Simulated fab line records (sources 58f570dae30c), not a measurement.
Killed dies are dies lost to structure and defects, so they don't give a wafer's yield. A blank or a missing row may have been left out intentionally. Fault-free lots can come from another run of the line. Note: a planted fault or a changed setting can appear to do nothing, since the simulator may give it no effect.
Which tool was responsible? :: flow berkeley cmos170 :: 7 lots with 21 wafers sampled at 3 steps, on a route of 331 steps

WHAT EACH GAUGE READ, for each wafer
UCB170_V1_CD_MEAS_12 targets a cd of 700 nm.
lot: L858
measured: day 7 09:59
on: cd sem-02
cd nm (nm): 699.9 698.8 699.3

lot: L861
measured: day 7 17:34
on: cd sem-02
cd nm (nm): 700.9 700.2 700.6

lot: L862
measured: day 8 07:06
on: cd sem-02
cd nm (nm): 700.1 701.8 699.8

lot: L864
measured: day 9 00:00
on: cd sem-02
cd nm (nm): 699.5 700.9 701.0

lot: L872
measured: day 10 19:40
on: cd sem-01
cd nm (nm): 700.9 701.8 702.2

lot: L876
measured: day 11 14:32
on: cd sem-01
cd nm (nm): 700.6 699.6 698.9

lot: L880
measured: day 12 16:54
on: cd sem-02
cd nm (nm): 699.4 699.5 698.8

EACH LOT AND THE TOOL THAT RAN IT (in order: tool; ch and the chambers of the sampled wafers; start)
lot: L858
UCB170_CONTACT_ETCH_17: rie diel-01 ch 1,2, day 6 22:27
UCB170_M1_SOFTBAKE_05: litho track-01 ch 0, day 6 23:00

lot: L861
UCB170_CONTACT_ETCH_17: rie diel-03 ch 0,1, day 7 06:50
UCB170_M1_SOFTBAKE_05: litho track-02 ch 0, day 7 08:00

lot: L862
UCB170_CONTACT_ETCH_17: rie diel-04 ch 1,2, day 7 20:20
UCB170_M1_SOFTBAKE_05: litho track-01 ch 0, day 7 21:00

lot: L864
UCB170_CONTACT_ETCH_17: rie diel-04 ch 1,2,3, day 8 15:28
UCB170_M1_SOFTBAKE_05: litho track-02 ch 0, day 8 16:00

lot: L872
UCB170_CONTACT_ETCH_17: rie diel-03 ch 0,1,3, day 10 08:05
UCB170_M1_SOFTBAKE_05: litho track-02 ch 0, day 10 09:00

lot: L876
UCB170_CONTACT_ETCH_17: rie diel-01 ch 1,2,3, day 11 06:44
UCB170_M1_SOFTBAKE_05: litho track-04 ch 0, day 11 08:00

lot: L880
UCB170_CONTACT_ETCH_17: rie diel-04 ch 0,1, day 12 06:32
UCB170_M1_SOFTBAKE_05: litho track-04 ch 0, day 12 08:00
- UCB170_CONTACT_ETCH_17: etches BARC in N2/H2.
- UCB170_M1_SOFTBAKE_05: time 60 s.

THE ANSWER, worked out from the rows above alone
Rule: the lots themselves supply what counts as usual. Put in order of their means at a reading, lots are off if they are a third of the lots or fewer, leave a main group of 4 or more, and stand apart from it by a gap of 3 or more times the standard deviation of the main group's means; of several such gaps the widest counts. If all means in a main group match to the digits the tables above print for the reading, that group is not used. Also off: a lot with no number at a reading for which 4 or more lots have one. Where the step has rows for the other lots, those lots are counted as sound.
No lot is off at any reading shown: from this, nothing can be told.

WHAT HAD BEEN PUT IN BY THE SIMULATOR
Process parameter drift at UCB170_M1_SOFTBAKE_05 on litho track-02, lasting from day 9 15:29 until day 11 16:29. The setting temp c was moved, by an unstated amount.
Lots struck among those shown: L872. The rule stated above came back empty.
